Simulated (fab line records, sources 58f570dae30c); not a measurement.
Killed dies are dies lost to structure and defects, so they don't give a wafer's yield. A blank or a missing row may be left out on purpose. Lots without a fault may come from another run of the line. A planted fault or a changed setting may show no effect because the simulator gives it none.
A struck lot beside a sound one | flow berkeley_cmos170 | 17 steps out of a route of 331
Sound: wafers L645.2, L645.4, L645.6. Struck: wafers L651.3, L651.4. (L651.6 of the same lot was not struck and is left out.) The cause comes at the end.
At each step with rows: each side's tool, then ch and its chambers, then its first start. Under that, the readings that differ: sound wafers | struck wafers | difference of the means | sigmas: that difference in standard deviations of wafers without a fault.
alike: readings whose means differ by less than 2 such deviations, and words and numbers that are the same on both sides. not compared: withheld readings, readings that some wafer has no value for, bounds like >300 that may hide the same value, and numbers for which the record gives no deviation and whose values overlap.
The two part at a step that has a row with sigmas, a row that says differs or no value, or rows on one side only. Numbers that don't overlap but have no deviation are shown without sigmas and don't part them. A reading that every wafer of one side lacks parts them only if that side has two wafers or more.

first, 5 steps without rows for these wafers: UCB170_NLDD_COAT_01 (resist thk 900 nm); UCB170_NLDD_SOFTBAKE_02 (time 60 s); UCB170_NLDD_EXPOSE_03 (exposes mask NSELECT, target cd 1200 nm); UCB170_NLDD_PEB_04; UCB170_NLDD_DEVELOP_05 (develop time 45 s).
UCB170_NLDD_CD_MEAS_06: target cd 1200 nm.
  sound on cd_sem-01, day 8 12:35; struck on cd_sem-01, day 9 22:41
  alike: cd_nm
UCB170_NLDD_OVL_MEAS_07:
  sound on overlay-01, day 8 12:41; struck on overlay-01, day 9 22:47
  alike: NLDD_OVL
then, 2 steps without rows for these wafers: UCB170_NLDD_IMPLANT_08; UCB170_NLDD_IMPLANT_09.
UCB170_NLDD_STRIP_10: strips in O2.
  sound on plasma_asher-02 ch 0,1, day 8 13:19; struck on plasma_asher-01 ch 0,1, day 9 23:08
  alike: drypump_motor_current_A, oes_product_au, strip_time_to_endpoint_s
  not compared: rf_hours_counter_h
UCB170_NLDD_TW_MEAS_11:
  sound on film_metro-01, day 8 13:25; struck on film_metro-01, day 9 23:14
  alike: NLDD_TW
then, 1 step without rows for these wafers: UCB170_NLDD_CLEAN_12 (cleans in SPM, time 600 s).
UCB170_SPACER_CVD_00: deposits SiO2 from TEOS/O2, target thk 376 nm, time 47 s.
  sound on pecvd-02 ch 0,1,2, day 8 13:39; struck on pecvd-03 ch 2, day 9 23:26
  reading                                 | sound             | struck      | difference | sigmas
  run_length_s (s)                        | 75.2 75.0 75.7    | 104.2 104.4 | +29.0      | +48
  model.SiO2_of_SPACER_CVD_00.thk_nm (nm) | 374.9 380.6 384.7 | 605.4 614.9 | +230.1     |
  alike: heater_power_w
UCB170_SPACER_THK_MEAS_01:
  sound on film_metro-03, day 8 13:42; struck on film_metro-01, day 9 23:31
  reading              | sound       | struck  | difference | sigmas
  SPACER_TEOS_THK (nm) | 375 381 385 | 605 615 | +230       | +44
then, 1 step without rows for these wafers: UCB170_SPACER_ANNEAL_02 (time 1800 s).
UCB170_SPACER_ETCHBACK_03: etches SiO2 in CHF3/CF4/Ar, stops on Si, target depth 376 nm, time 100 s.
  sound on rie_diel-04 ch 0,1,2, day 8 17:47; struck on rie_diel-01 ch 1,3, day 10 04:34
  reading                  | sound             | struck      | difference | sigmas
  oes_product_au (a.u.)    | 0.887 0.904 0.926 | 0.952 1.002 | +0.071     | +4
  model.etch.depth_nm (nm) | 374.9 380.6 384.7 | 412.9 439.9 | +46.3      |
  alike: drypump_motor_current_A, throttle_valve_pct
  not compared: rf_hours_counter_h
then, 1 step without rows for these wafers: UCB170_PSD_HMDS_00 (prime time 60 s).

WHERE THEY PART
First at UCB170_SPACER_CVD_00; last, within this record, at UCB170_SPACER_ETCHBACK_03.

WHY: what the simulator had put in
Process parameter drift: pecvd-03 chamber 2, from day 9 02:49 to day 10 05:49, at UCB170_SPACER_CVD_00. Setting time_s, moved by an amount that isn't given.
